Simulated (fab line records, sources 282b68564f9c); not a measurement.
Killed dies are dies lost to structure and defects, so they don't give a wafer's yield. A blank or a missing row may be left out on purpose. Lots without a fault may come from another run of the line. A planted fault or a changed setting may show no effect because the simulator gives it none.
Tool commonality check | flow rit_cmos | 13 lots, 39 wafers sampled

WHY IT WAS OPENED
At RIT_GATE_CD_MEAS_16 the reading cd_nm is flagged on 1 of 13 lots. Wafers without a fault read 149.3 nm, standard deviation 2.1.
Rule: a lot is flagged when every wafer of it that has a number lies more than 4 standard deviations from that mean, or none has a number. The other lots count as sound.

lot  | measured    | on        | cd_nm (nm), wafer by wafer | flag
L175 | day 2 15:07 | cd_sem-02 | 151.6 152.2 151.2          |
L176 | day 2 22:21 | cd_sem-02 | 146.3 147.5 147.0          |
L177 | day 3 04:08 | cd_sem-01 | 148.0 150.2 148.6          |
L180 | day 3 18:14 | cd_sem-01 | 194.4 190.3 191.7          | FLAGGED
L181 | day 3 23:14 | cd_sem-01 | 148.6 148.4 145.3          |
L183 | day 4 12:09 | cd_sem-01 | 145.9 147.8 147.7          |
L188 | day 5 10:41 | cd_sem-02 | 153.7 152.7 153.7          |
L189 | day 5 14:38 | cd_sem-02 | 149.7 149.6 149.8          |
L191 | day 6 00:07 | cd_sem-02 | 151.0 151.3 152.9          |
L192 | day 6 05:53 | cd_sem-02 | 149.9 148.1 148.6          |
L195 | day 6 21:51 | cd_sem-02 | 148.6 149.8 148.9          |
L196 | day 6 23:08 | cd_sem-01 | 146.3 147.3 149.1          |
L198 | day 7 12:05 | cd_sem-01 | 148.2 147.3 147.1          |
The numbers of the flagged lots are 192.1 nm on average: +42.8 nm against the usual, or +20 standard deviations.

WHICH TOOL RAN EACH LOT
The record holds 1 process step before the reading, out of a route of 202 steps. In each cell: the tool, then ch and the chambers that the sampled wafers went through, then the start.
lot  | flag    | RIT_GATE_EXPOSE_13
L175 |         | iline_stepper-01 ch 0, day 2 14:43
L176 |         | iline_stepper-02 ch 0, day 2 21:57
L177 |         | iline_stepper-02 ch 0, day 3 03:42
L180 | FLAGGED | iline_stepper-01 ch 0, day 3 17:50
L181 |         | iline_stepper-01 ch 0, day 3 22:50
L183 |         | iline_stepper-02 ch 0, day 4 11:43
L188 |         | iline_stepper-01 ch 0, day 5 10:17
L189 |         | iline_stepper-01 ch 0, day 5 14:14
L191 |         | iline_stepper-01 ch 0, day 5 23:43
L192 |         | iline_stepper-01 ch 0, day 6 05:29
L195 |         | iline_stepper-02 ch 0, day 6 21:27
L196 |         | iline_stepper-02 ch 0, day 6 22:44
L198 |         | iline_stepper-02 ch 0, day 7 11:41
What these steps do:
- RIT_GATE_EXPOSE_13: exposes mask M6, target cd 150 nm.
- RIT_GATE_CD_MEAS_16: target cd 150 nm.

FLAGGED OVER TOTAL, TOOL BY TOOL (the gauges that took the reading come last)
step                | tool             | lots run | flagged | share of the flagged lots | sound lots run after its first flagged lot
RIT_GATE_EXPOSE_13  | iline_stepper-01 | 7        | 1       | all                       | 5 (L181,L188,L189,L191,L192)
RIT_GATE_EXPOSE_13  | iline_stepper-02 | 6        | 0       | none                      | -
RIT_GATE_CD_MEAS_16 | cd_sem-01        | 6        | 1       | all                       | 4 (L181,L183,L196,L198)
RIT_GATE_CD_MEAS_16 | cd_sem-02        | 7        | 0       | none                      | -

WHAT THE TABLE ALLOWS
2 rows of the table ran every flagged lot: iline_stepper-01 at RIT_GATE_EXPOSE_13, cd_sem-01 at RIT_GATE_CD_MEAS_16.
- iline_stepper-01 at RIT_GATE_EXPOSE_13: 1 of its 7 lots flagged. Sound lots ran on it after the first flagged one (L181, L188, L189, L191, L192), which a lasting fault on the whole tool wouldn't allow.
- cd_sem-01 at RIT_GATE_CD_MEAS_16: 1 of its 6 lots flagged. Sound lots ran on it after the first flagged one (L181, L183, L196, L198), which a lasting fault on the whole tool wouldn't allow.
No row of the table ran every flagged lot and no sound lot after the first.

WHAT THE SIMULATOR HAD PUT IN
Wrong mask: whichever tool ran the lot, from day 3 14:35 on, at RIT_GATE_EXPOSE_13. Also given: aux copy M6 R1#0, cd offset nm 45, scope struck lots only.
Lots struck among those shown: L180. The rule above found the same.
